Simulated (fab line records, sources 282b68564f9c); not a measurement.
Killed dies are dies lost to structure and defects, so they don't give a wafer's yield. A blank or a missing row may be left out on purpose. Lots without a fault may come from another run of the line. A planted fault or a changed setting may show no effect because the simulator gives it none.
One fault seen from 2 desks | flow rit_cmos | each desk has only its own numbers; what lay behind them comes last

THE METROLOGY DESK
What the gauges read, lot by lot, whatever tool the lot ran on: means of the sampled wafers that have a number. A lot is out of limits, marked OUT, if its mean lies more than 4 standard deviations from the usual mean; the brackets give that distance.
Columns: A = FIELD_OXIDE_LEFT_2_THK at RIT_FOX2_THK_MEAS_91, usual 256 nm; B = PLDD_TW at RIT_PLDD_TW_MEAS_10, usual 2355; C = M1_AL_RS at RIT_M1_RS_MEAS_01, usual 0.0729 ohm/sq; D = M1_AL_THK at RIT_M1_THK_MEAS_02, usual 399 nm
lot  | first seen here | A   | B    | C                | D
L401 | day 2 14:19     | 259 | 2353 | 0.0725           | 397
L402 | day 2 19:11     | 254 | 2377 | 0.0731           | 394
L404 | day 3 05:44     | 257 | 2378 | 0.0718           | 407
L405 | day 3 12:51     | 259 | 2356 | 0.0726           | 404
L407 | day 3 22:46     | 264 | 2348 | 0.0744           | 387
L409 | day 4 08:59     | 251 | 2347 | 0.0744           | 392
L413 | day 5 05:28     | 252 | 2336 | 0.0726           | 406
L415 | day 5 14:02     | 251 | 2378 | 0.0624 (-12) OUT | 503 (+18) OUT
L417 | day 5 22:51     | 267 | 2347 | 0.0624 (-12) OUT | 508 (+18) OUT
L418 | day 6 05:22     | 272 | 2370 | 0.0734           | 395
L420 | day 6 18:49     | 252 | 2340 | 0.0723           | 400
L423 | day 7 06:43     | 244 | 2340 | 0.0734           | 397
This desk's finding: out of limits on L415, L417; first on L415, day 6 16:22 (M1_AL_RS at RIT_M1_RS_MEAS_01). In limits: L401, L402, L404, L405, L407, L409, L413, L418, L420, L423.

THE TOOL OWNER'S DESK: pvd_sputter-02
The tool's own readings at RIT_M1_SPUTTER_00 (material Al, target thk 400 nm, time 500 s): means of the sampled wafers that have a number, for each lot that ran on this tool. A lot is out of limits, marked OUT, if its mean lies more than 4 standard deviations from the usual mean; the brackets give that distance.
Columns: A = chamber_pressure_pa at RIT_M1_SPUTTER_00, usual 0.4000 Pa; B = throttle_valve_pct at RIT_M1_SPUTTER_00, usual 30.5 %
lot  | first seen here | A      | B
L402 | day 3 19:36     | 0.4005 | 30.7
L405 | day 4 10:36     | 0.4004 | 31.2
L407 | day 4 23:01     | 0.3997 | 30.6
L409 | day 5 08:47     | 0.4003 | 30.6
L413 | day 6 05:44     | 0.3998 | 31.1
L415 | day 6 16:04     | 0.3997 | 30.3
L417 | day 6 21:38     | 0.4000 | 30.5
This desk's finding: nothing out of limits on any of the 7 lots.

PUT TOGETHER
The metrology desk could have raised an alarm at day 6 16:22, on L415, L417.
The tool owner's desk saw nothing out of limits.
The tool owner's desk has L415, L417 on record, within its limits.
Of the lots named, all ran RIT_M1_SPUTTER_00 on pvd_sputter-02.

WHAT THE SIMULATOR HAD PUT IN
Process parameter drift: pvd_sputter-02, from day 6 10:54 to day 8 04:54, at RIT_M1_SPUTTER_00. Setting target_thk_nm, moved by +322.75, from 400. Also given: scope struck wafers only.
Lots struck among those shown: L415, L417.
Hours from the fault's start to each desk's first reading out of limits: the metrology desk, 5.
